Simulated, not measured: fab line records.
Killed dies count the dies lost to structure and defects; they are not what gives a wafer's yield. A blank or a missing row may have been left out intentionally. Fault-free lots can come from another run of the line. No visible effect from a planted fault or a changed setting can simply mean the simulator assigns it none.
Problem report in the 8D (eight disciplines) form, filled by code + flow berkeleyCmos170 + the parts of the form that need people (team, actions taken, sign-off) are left out

== 1. THE PROBLEM ==
Wafers free of any fault read 224.2 nm (standard deviation 2.1) for NWELL_NITRIDE_THK at UCB170_NWELL_THK_MEAS_05, against a mean of 166.4 nm on 6 wafers of 2 lots. That puts it -28 standard deviations away from the usual mean.
Earliest sighting: wafer L953.1 on filmMetro-04 at day 5 05:01. The record holds 42 wafers of 14 lots with a number at this step. Rule for "out" (also "out of limits"): further than 4 standard deviations from the usual mean. The other wafers with a number count as sound.

== 2. WHAT IT IS; WHAT IT IS NOT ==
| question                    | is                     | is not                                                                                 |
|-----------------------------|------------------------|----------------------------------------------------------------------------------------|
| which readings at this step | NWELL_NITRIDE_THK      | -                                                                                      |
| which lots                  | L953, L954             | L940, L941, L942, L943, L944, L945, L946, L947, L957, L958, L962, L963                 |
| which wafers of those lots  | all that have a number | -                                                                                      |
| read on which gauges        | filmMetro-04           | filmMetro-02, filmMetro-03                                                             |
| when                        | from day 5 05:01       | up to then (24 sound wafers); but 12 sound wafers of L957, L958, L962, L963 came after |

== 3. SUSPECTS, AND WHAT RULES EACH OUT ==
Counting: a tool stays on the suspect list if, at a process step up to the reading, it processed all lots that are out and no sound lot following the first of them.
- the gauge at UCB170_NWELL_THK_MEAS_05 has been ruled out. All the wafers that are out were read on filmMetro-04, but those of them that UCB170_NWELL_ETCH_13 has rows for are out there too, on other tools.
- lpcvd-02 at UCB170_NWELL_CVD_04 (deposits Si3N4 from SiH2Cl2/NH3, target thk 224 nm, time 3360 s): kept. It processed each lot that is out, first L953 at day 5 03:05, and no sound lot thereafter; up to then, the last sound lot it processed was L942 at day 2 20:23.
After counting, what remains is lpcvd-02 at UCB170_NWELL_CVD_04.

== 4. THE CAUSE (what the simulator had put in) ==
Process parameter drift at UCB170_NWELL_CVD_04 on lpcvd-02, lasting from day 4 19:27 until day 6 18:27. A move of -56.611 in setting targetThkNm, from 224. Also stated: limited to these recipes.
The count eliminated every tool but this one.

== 5. THE CHAIN OF EFFECTS, in route order ==
One row per reading whose mean, taken over the struck wafers that have a number, lies over 3 standard deviations from the usual. Only readings for which the record gives a usual standard deviation are gone through. hours: the time from each lot's start at the first step in this table that gives one to its start at this step, as a median over the lots. sigmas: the change in usual standard deviations.
| hours | step                     | reading           | usual      | on struck wafers | change | sigmas |
|-------|--------------------------|-------------------|------------|------------------|--------|--------|
| 0     | UCB170_NWELL_THK_MEAS_05 | NWELL_NITRIDE_THK | 224.2 nm   | 166.4            | -57.8  | -28    |
| 1     | UCB170_NWELL_ETCH_13     | oesProductAu      | 0.940 a.u. | 0.796            | -0.144 | -10    |
Process steps it contains:
- UCB170_NWELL_ETCH_13: etches Si3N4 in CH3F/Ar/O2, stops on SiO2, target depth 246.4 nm, time 154 s.
Later measuring or inspecting steps at which every struck wafer that the step has a row for has a number for every such reading, and none has moved that far: UCB170_SACOX_THK_MEAS_02.

== 6. HOW IT WOULD HAVE BEEN CAUGHT EARLIER ==
Counted from the fault's start at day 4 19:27, it took 10 hours until the first out-of-limits reading at a measuring or inspecting step in this record, taken at day 5 05:01.
An alarm limit of 4 standard deviations would not have fired on the tool readings at UCB170_NWELL_CVD_04 for which the record gives a usual standard deviation, since none of them was out on any struck wafer.
Lots out: 2; of these, L954 started UCB170_NWELL_CVD_04 on lpcvd-02 after day 5 05:01. Putting the tool on hold at that point would have spared it.
